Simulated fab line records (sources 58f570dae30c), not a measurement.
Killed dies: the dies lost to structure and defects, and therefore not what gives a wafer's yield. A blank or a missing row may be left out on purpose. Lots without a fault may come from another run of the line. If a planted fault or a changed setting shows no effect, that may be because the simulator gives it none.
Matching of chambers | flow berkeley_cmos170 | UCB170_CONTACT_ETCH_17 on rie_diel-03 has 4 sister chambers
The step etches BARC in N2/H2. 4 wafers are shown with their chamber, then 7 later ones without.

## WAFERS, EACH WITH ITS CHAMBER
wafer  | chamber | throttle_valve_pct (%)
L595.3 | 1       | 13.13
L595.6 | 3       | 13.15
L599.1 | 0       | 13.45
L599.3 | 2       | 13.53

## WAFERS WHOSE CHAMBER IS MISSING
wafer  | throttle_valve_pct (%)
L599.6 | 13.13
L602.3 | 13.54
L602.4 | 13.14
L602.5 | 13.45
L603.2 | 13.15
L603.3 | 13.45
L603.6 | 13.45

## THE CHAMBER EACH PASSED THROUGH
wafer  | from the rows above     | in truth
L599.6 | 1                       | 1
L602.3 | 2                       | 2
L602.4 | can't be placed: 1 or 3 | 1
L602.5 | 0                       | 0
L603.2 | 3                       | 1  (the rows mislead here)
L603.3 | 0                       | 0
L603.6 | 0                       | 0
5 of 7 placed correctly. From these rows, 1 cannot be placed; in 1 the true chamber is one of the candidates. 1 placed wrongly.
How it was worked out, from the rows above alone: a wafer's distance from a chamber is the root of the sum, over the readings, of the square of ((its reading less the chamber's mean) divided by the reading's scatter). If the next closest chamber is less than 2 further off than the closest, the wafer can't be placed; otherwise it belongs to the closest. The mean given for a chamber averages the wafers shown for that chamber. The scatter: with one shown wafer a chamber, the root of the mean of the squares of how far each hidden wafer lies from its nearest shown one.
